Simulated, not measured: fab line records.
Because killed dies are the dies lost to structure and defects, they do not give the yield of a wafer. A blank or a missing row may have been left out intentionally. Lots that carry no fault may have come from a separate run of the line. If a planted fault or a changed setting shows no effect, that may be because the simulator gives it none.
The tool behind it: which one? | flow rit-cmos | 13 lots, 37 wafers sampled, at 2 steps of a route of 202

== WHAT THE GAUGES READ, wafer by wafer ==
Not one reading of a measure or inspect step in the record can be checked against a usual standard deviation.

== EACH LOT AND THE TOOL THAT RAN IT (in order: tool; ch and the chambers of the sampled wafers; start) ==
lot  | RIT_CONTACT_EXPOSE_05              | RIT_M1_PROBE_99
L691 | iline-stepper-01 ch 0, day 3 06:27 | -
L692 | iline-stepper-01 ch 0, day 3 13:15 | -
L693 | iline-stepper-01 ch 0, day 3 15:51 | -
L700 | iline-stepper-01 ch 0, day 5 02:39 | -
L704 | iline-stepper-02 ch 0, day 6 00:44 | -
L705 | iline-stepper-02 ch 0, day 6 02:28 | -
L706 | iline-stepper-02 ch 0, day 6 13:08 | -
L707 | iline-stepper-02 ch 0, day 6 18:30 | -
L708 | iline-stepper-02 ch 0, day 6 22:26 | prober-02, day 7 04:13
L709 | iline-stepper-02 ch 0, day 7 00:58 | -
L710 | iline-stepper-02 ch 0, day 7 03:08 | -
L711 | iline-stepper-02 ch 0, day 7 13:22 | -
L713 | iline-stepper-02 ch 0, day 7 22:38 | -
- RIT_CONTACT_EXPOSE_05: exposes mask M11, target cd 1000 nm.
- RIT_M1_PROBE_99

== WHAT THE TOOLS THEMSELVES READ (means of the sampled wafers that have a number; where no wafer has one, the mark that the record gives instead) ==
RIT_CONTACT_EXPOSE_05.
lot  | tool             | exposure-dose-mJ-cm2
L691 | iline-stepper-01 | 250.65
L692 | iline-stepper-01 | 250.75
L693 | iline-stepper-01 | 250.11
L700 | iline-stepper-01 | 249.02
L704 | iline-stepper-02 | 250.36
L705 | iline-stepper-02 | 250.50
L706 | iline-stepper-02 | 250.81
L707 | iline-stepper-02 | 250.56
L708 | iline-stepper-02 | 250.35
L709 | iline-stepper-02 | 250.42
L710 | iline-stepper-02 | 250.51
L711 | iline-stepper-02 | 250.62
L713 | iline-stepper-02 | 250.54

RIT_M1_PROBE_99.
lot  | tool      | killed-at-contacts | killed-at-front-end | killed-dies | killed-open | killed-short
L708 | prober-02 | 0.0                | 2                   | 2           | 0.7         | 1.7

== THE ANSWER, worked out from the rows above alone ==
Rule: what is usual is taken from the lots themselves. The widest of any qualifying gaps counts: lots, ordered by their means at a reading, are off when they make up no more than a third of the lots, leave a main group of 4 or more, and stand apart from it by 3 or more times the standard deviation of that group's means. A main group is skipped when, at the precision printed for the reading in the tables above, its means are all equal. A lot without any number at a reading at which 4 lots or more have one is off too. Where the step has rows for the other lots, those lots are counted as sound. After the gauges, taken in route order, come the tools' own readings; for these a lot's mean is taken, as printed above. At the first step where some lot is off, the reading lying furthest off is the one used; lots without a number count as furthest.
Off, at RIT_CONTACT_EXPOSE_05 on exposure-dose-mJ-cm2: L700. Mean 250.51 and standard deviation 0.18 in the main group.
A tool fits if, at that step or a process step before it, it ran every lot that is off, and no sound lot after the first of them. One fits: RIT_CONTACT_EXPOSE_05 on iline-stepper-01. Its last sound lot is L693 (day 3 15:51), its first lot that is off L700 (day 5 02:39): a fault that began between those two fits.
The tool's own readings at RIT_CONTACT_EXPOSE_05 bear it out: on the lots that are off they differ by more than 5 times the standard deviation of the sound lots' means. exposure-dose-mJ-cm2 reads 249.02 there against 250.51 on the sound lots.

== WHAT WAS PUT IN BY THE SIMULATOR ==
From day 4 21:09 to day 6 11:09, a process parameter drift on iline-stepper-01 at RIT_CONTACT_EXPOSE_05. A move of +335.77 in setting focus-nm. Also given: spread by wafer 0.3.
Lots struck among those shown: L700. The same result came from the rule above.
